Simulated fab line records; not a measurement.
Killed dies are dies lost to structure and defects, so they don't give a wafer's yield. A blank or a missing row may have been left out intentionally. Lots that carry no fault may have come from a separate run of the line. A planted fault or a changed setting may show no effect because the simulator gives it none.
2 desks looking at one fault | flow rit-cmos | what lay behind the numbers comes last; until then each desk has only its own

== AT THE TOOL OWNER'S DESK: rtp-anneal-01 ==
The tool's own readings at RIT_SILICIDE_RTA_04 (time 10 s, ramp up 5 s, ramp down 5 s): means of the sampled wafers that have a number, for each lot that ran on this tool. The brackets show how far a lot's mean lies from the usual mean; more than 4 standard deviations puts the lot out of limits, marked OUT.
Columns: A = wafer_temp_C_max at RIT_SILICIDE_RTA_04, usual 653.5
lot  | first seen here | A
L334 | day 3 23:35     | 654.0
L336 | day 4 08:49     | 653.7
L338 | day 5 00:48     | 653.6
L350 | day 7 10:00     | 653.8
Result from this desk: across the 4 lots, nothing is out of limits.

== AT THE METROLOGY DESK ==
Lot by lot, what the gauges showed, no matter which tool ran the lot: averages of those sampled wafers that carry a number. The brackets show how far a lot's mean lies from the usual mean; more than 4 standard deviations puts the lot out of limits, marked OUT. 7 of its 14 readings are shown, namely those furthest out on some lot.
Columns: A = PLDD_RS at RIT_SDANNEAL_RS_MEAS_06, usual 178.7 ohm/sq; B = SILICIDE_TI_THK at RIT_SILICIDE_THK_MEAS_03, usual 30.0 nm; C = cd-nm at RIT_CONTACT_CD_MEAS_08, usual 1000.3 nm; D = CONTACT_OVL at RIT_CONTACT_OVL_MEAS_09, usual -0.2 nm; E = cd-nm at RIT_CONTACT_CD_MEAS_90, usual 1000.3 nm; F = M1_AL_THK at RIT_M1_THK_MEAS_02, usual 399 nm; G = cd-nm at RIT_M1_CD_MEAS_09, usual 2599.1 nm
lot  | first seen here | A     | B    | C      | D    | E      | F   | G
L334 | day 3 22:47     | 178.8 | 29.5 | 1003.7 | -0.2 | 1004.0 | 400 | 2598.6
L336 | day 4 07:59     | 178.7 | 30.1 | 1000.2 | -0.2 | 1000.2 | 402 | 2599.9
L338 | day 4 23:59     | 179.0 | 29.6 | 1002.4 | 1.0  | 1002.0 | 394 | 2600.0
L349 | day 7 05:32     | 178.0 | 29.9 | 999.9  | -1.1 | 999.6  | 400 | 2598.1
L350 | day 7 09:11     | 178.7 | 30.3 | 998.5  | 1.5  | 998.2  | 392 | 2595.0
L353 | day 7 21:15     | 178.9 | 30.2 | 996.7  | 2.2  | 997.0  | 396 | 2598.0
Result from this desk: across the 6 lots, nothing is out of limits.

== PUT TOGETHER ==
The desk of the tool owner found nothing out of limits.
The metrology desk saw nothing out of limits.

== WHAT WAS PUT IN BY THE SIMULATOR ==
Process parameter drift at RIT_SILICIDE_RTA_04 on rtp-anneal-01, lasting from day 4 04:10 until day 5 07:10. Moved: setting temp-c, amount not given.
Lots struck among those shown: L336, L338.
